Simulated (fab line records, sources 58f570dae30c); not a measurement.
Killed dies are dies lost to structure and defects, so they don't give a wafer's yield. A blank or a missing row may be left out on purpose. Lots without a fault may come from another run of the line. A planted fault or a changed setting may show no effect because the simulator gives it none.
One fault seen from 2 desks | flow berkeley_cmos170 | each desk has only its own numbers; what lay behind them comes last

THE METROLOGY DESK
What the gauges read, lot by lot, whatever tool the lot ran on: means of the sampled wafers that have a number. A lot is out of limits, marked OUT, if its mean lies more than 4 standard deviations from the usual mean; the brackets give that distance.
Columns: A = cd_nm at UCB170_M1_CD_MEAS_90, usual 700.2 nm; B = V2_POLISHED_THK at UCB170_V2_THK_MEAS_04, usual 1000.5 nm; C = V2_OVL at UCB170_V2_OVL_MEAS_13, usual 1 nm
lot  | first seen here | A     | B                        | C
L890 | day 8 06:20     | 700.6 | 1001.1                   | 1
L893 | day 9 04:15     | 700.0 | 1000.9                   | -3
L892 | day 9 04:34     | 699.9 | 1001.0                   | 9
L894 | day 9 06:58     | 697.4 | 999.7                    | -2
L897 | day 9 14:05     | 700.0 | 999.6                    | -1
L896 | day 9 14:31     | 701.2 | 1001.8                   | -0
L895 | day 9 15:46     | 700.6 | 1001.0                   | 2
L898 | day 11 00:34    | 700.1 | 999.6                    | -5
L902 | day 11 02:10    | 699.5 | 1000.9                   | 1
L901 | day 11 02:19    | 700.0 | 1000.3                   | -3
L903 | day 11 14:19    | 699.9 | 1000.3                   | 7
L912 | day 13 16:28    | 699.3 | 1110.3 (+99 or more) OUT | 5
L911 | day 13 18:49    | 698.7 | 999.6                    | 5
This desk's finding: out of limits on L912; first on L912, day 14 00:08 (V2_POLISHED_THK at UCB170_V2_THK_MEAS_04). In limits: L890, L893, L892, L894, L897, L896, L895, L898, L902, L901, L903, L911.

THE TOOL OWNER'S DESK: cmp-01
The tool's own readings at UCB170_V2_CMP_02 (polishes SiO2): means of the sampled wafers that have a number, for each lot that ran on this tool. A lot is out of limits, marked OUT, if its mean lies more than 4 standard deviations from the usual mean; the brackets give that distance.
Columns: A = motor_current_A at UCB170_V2_CMP_02, usual 16.0 A
lot  | first seen here | A
L893 | day 9 11:59     | 17.4
L894 | day 9 14:38     | 15.7
L897 | day 9 20:56     | 13.9
L896 | day 10 02:17    | 15.7
L895 | day 10 02:29    | 17.0
L898 | day 11 07:28    | 17.5
L901 | day 11 10:25    | 17.4
L903 | day 11 21:28    | 16.8
L912 | day 13 23:43    | 16.7
This desk's finding: nothing out of limits on any of the 9 lots.

PUT TOGETHER
The metrology desk could have raised an alarm at day 14 00:08, on L912.
The tool owner's desk saw nothing out of limits.
The tool owner's desk has L912 on record, within its limits.
Of the lots named, all ran UCB170_V2_CMP_02 on cmp-01.

WHAT THE SIMULATOR HAD PUT IN
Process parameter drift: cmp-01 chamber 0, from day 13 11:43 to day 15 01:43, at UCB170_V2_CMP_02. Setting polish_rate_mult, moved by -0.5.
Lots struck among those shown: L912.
Hours from the fault's start to each desk's first reading out of limits: the metrology desk, 12.
